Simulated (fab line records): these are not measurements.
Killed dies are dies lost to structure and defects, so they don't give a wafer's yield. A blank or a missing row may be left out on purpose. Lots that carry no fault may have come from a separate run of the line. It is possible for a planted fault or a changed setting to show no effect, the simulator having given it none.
Lot-split experiment -- flow berkeley-cmos170 -- on a route of 331 steps: 5 lots, 23 wafers read

## SPLIT DETAILS
At UCB170_NLDD_COAT_01 (resist thk 900 nm), the setting resist-thk-nm was moved away from the recipe's 900 nm on 8 of the 23 wafers read, by -4.3% to +3.1%. The other wafers ran this setting at the recipe's value.

Reading taken at the split's own step.

## THE READING
KrF_of_NLDD_COAT_01.thk-nm (the simulator's own value, which no gauge read), in nm, at UCB170_NLDD_COAT_01 (resist thk 900 nm). The file does not state a usual value for it. Here, 15 wafers ran the recipe; their average is 900.8 nm with a standard deviation of 1.9 nm.

wafer,"tool, chamber at the split","resist-thk-nm as run, nm",against the recipe,"KrF_of_NLDD_COAT_01.thk-nm, nm",against lot-mates on the recipe
L078.1,"litho-track-02, 0",900,recipe,899.3,-
L078.3,"litho-track-02, 0",900,recipe,897.9,-
L078.4,"litho-track-02, 0",900,recipe,901.2,-
L079.1,"litho-track-02, 0",900,recipe,902.4,-
L079.2,"litho-track-02, 0",861.1,-4.3%,861.2,-39.8
L079.4,"litho-track-02, 0",861.1,-4.3%,860.6,-40.4
L079.5,"litho-track-02, 0",861.1,-4.3%,862.7,-38.3
L079.6,"litho-track-02, 0",900,recipe,899.7,-
L083.1,"litho-track-04, 0",900,recipe,902.8,-
L083.5,"litho-track-04, 0",900,recipe,902.8,-
L083.3,"litho-track-04, 0",928,+3.1%,929.2,+26.6
L083.4,"litho-track-04, 0",928,+3.1%,932.3,+29.7
L083.6,"litho-track-04, 0",900,recipe,902.2,-
L081.1,"litho-track-02, 0",900,recipe,899.8,-
L081.3,"litho-track-02, 0",900,recipe,896,-
L081.4,"litho-track-02, 0",868.5,-3.5%,869,-28.9
L081.5,"litho-track-02, 0",868.5,-3.5%,864.8,-33.1
L081.6,"litho-track-02, 0",868.5,-3.5%,867.6,-30.3
L085.1,"litho-track-04, 0",900,recipe,901.2,-
L085.2,"litho-track-04, 0",900,recipe,902.4,-
L085.4,"litho-track-04, 0",900,recipe,901.6,-
L085.5,"litho-track-04, 0",900,recipe,902.9,-
L085.6,"litho-track-04, 0",900,recipe,900.1,-

FIT RESULTS
A straight line over all 23 wafers: KrF_of_NLDD_COAT_01.thk-nm changes by +9.38 nm for each +1% of resist-thk-nm; r = +1.00; the points scatter about the line by 2 nm.
The same after taking each lot's own level away (the mean of its wafers on the recipe; 23 wafers): +9.02 nm for each +1%; r = +1.00; scatter 1.4 nm.
Per that fit: largest resist-thk-nm move, reading shift of 39 nm.
Measured against the standard deviation above, the lots' own levels, which go from 897.90 to 902.60 nm, span 2.4 times it.
Hence the lot-to-lot level has little effect on the slope; both slopes agree.
Check: with one of the wafers moved furthest among these (-4.3%) left out of the fit, the line predicts -38.8 nm for it against its lot-mates. Against them it came out at -39.8 nm.

## FURTHER SPLITS ON THESE WAFERS
These wafers also went through other splits before the reading. Each is held against what the fit with the lots' levels taken away leaves over:
other split on the same wafers,wafers away from the commonest value,r with KrF_of_NLDD_COAT_01.thk-nm (lot level and that fit taken away)
UCB170_ZERO_COAT_01 spin-rpm,8,+0.02
UCB170_PWELL_OXIDATION_02 temp-c,10,+0.05
UCB170_PWELL_IMPLANT_15 dose-cm2,8,-0.04
UCB170_PFIELD_IMPLANT_07 dose-cm2,10,+0.06
UCB170_SACOX_OXIDATION_01 ox-time-s,10,+0.05
UCB170_NVT_IMPLANT_07 energy-kev,6,+0.27
UCB170_GATE_EXPOSE_09 dose-mj,9,+0.01

## THE WHOLE CHAIN: every reading that the file lists as answering this split, in the file's order
step,what it does,reading,change (the file's fit),r (the file's)
UCB170_NLDD_COAT_01,resist thk 900 nm,"KrF_of_NLDD_COAT_01.thk-nm (the simulator's own value, which no gauge read)",+9.02 nm for each +1% of the setting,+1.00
UCB170_NLDD_STRIP_10,strips in O2,strip-time-to-endpoint-s,withheld for each +1% of the setting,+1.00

## FILE'S OWN FIT
KrF_of_NLDD_COAT_01.thk-nm changes by +9.02 nm for each +1% of resist-thk-nm, r = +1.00.
